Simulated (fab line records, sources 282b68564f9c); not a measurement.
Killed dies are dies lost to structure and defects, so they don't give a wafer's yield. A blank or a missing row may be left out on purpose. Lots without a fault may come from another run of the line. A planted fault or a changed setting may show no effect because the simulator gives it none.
A struck lot beside a sound one | flow rit_cmos | 15 steps out of a route of 202
Sound: wafers L121.1, L121.2, L121.4. Struck: wafers L112.1, L112.2, L112.3. The cause comes at the end.
At each step with rows: each side's tool, then ch and its chambers, then its first start. Under that, the readings that differ: sound wafers | struck wafers | difference of the means | sigmas: that difference in standard deviations of wafers without a fault.
alike: readings whose means differ by less than 2 such deviations, and words and numbers that are the same on both sides. not compared: withheld readings, readings that some wafer has no value for, bounds like >300 that may hide the same value, and numbers for which the record gives no deviation and whose values overlap.
The two part at a step that has a row with sigmas, a row that says differs or no value, or rows on one side only. Numbers that don't overlap but have no deviation are shown without sigmas and don't part them. A reading that every wafer of one side lacks parts them only if that side has two wafers or more.

first, 3 steps without rows for these wafers: RIT_ACTIVE_CLEAN_16 (cleans in dHF, time 30 s); RIT_ACTIVE_CLEAN_17 (cleans in SC2, time 600 s); RIT_FOX1_OXIDATION_00 (target thk 350.7 nm, ox time 1130 s).
RIT_FOX1_THK_MEAS_01:
  sound on film_metro-03, day 5 05:58; struck on film_metro-04, day 3 09:01
  alike: FOX1_OXIDE_THK
then, 2 steps without rows for these wafers: RIT_FOX1_WET_ETCH_02 (etches SiO2 in BOE, target depth 350 nm, time 390 s); RIT_FOX2_OXIDATION_00 (target thk 350.7 nm, ox time 1130 s).
RIT_FOX2_THK_MEAS_01:
  sound on film_metro-03, day 5 07:27; struck on film_metro-01, day 3 10:30
  alike: FOX2_OXIDE_THK
then, 2 steps without rows for these wafers: RIT_FOX2_CLEAN_02 (cleans in dHF, time 180 s); RIT_FOX2_WET_ETCH_03 (etches Si3N4 in H3PO4, target depth 195 nm, time 2700 s).
RIT_FOX2_THK_MEAS_90:
  sound on film_metro-04, day 5 08:24; struck on film_metro-03, day 3 11:22
  alike: FIELD_OXIDE_LEFT_1_THK
then, 2 steps without rows for these wafers: RIT_NWELL_HMDS_00 (prime time 60 s); RIT_NWELL_COAT_01 (resist thk 1300 nm).
RIT_NWELL_SOFTBAKE_02: time 60 s.
  sound on litho_track-04 ch 0, day 5 08:46; struck on litho_track-03 ch 0, day 3 11:44
  reading          | sound             | struck            | difference | sigmas
  run_length_s (s) | 89.14 89.37 89.09 | 94.27 94.32 94.17 | +5.05      | +27
then, 2 steps without rows for these wafers: RIT_NWELL_EXPOSE_03 (exposes mask M2, target cd 43900 nm); RIT_M1_PROBE_99.

WHERE THEY PART
Only at RIT_NWELL_SOFTBAKE_02, within this record.

WHY: what the simulator had put in
Process parameter drift: litho_track-03, from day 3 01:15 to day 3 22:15, at RIT_NWELL_SOFTBAKE_02. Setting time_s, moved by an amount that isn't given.
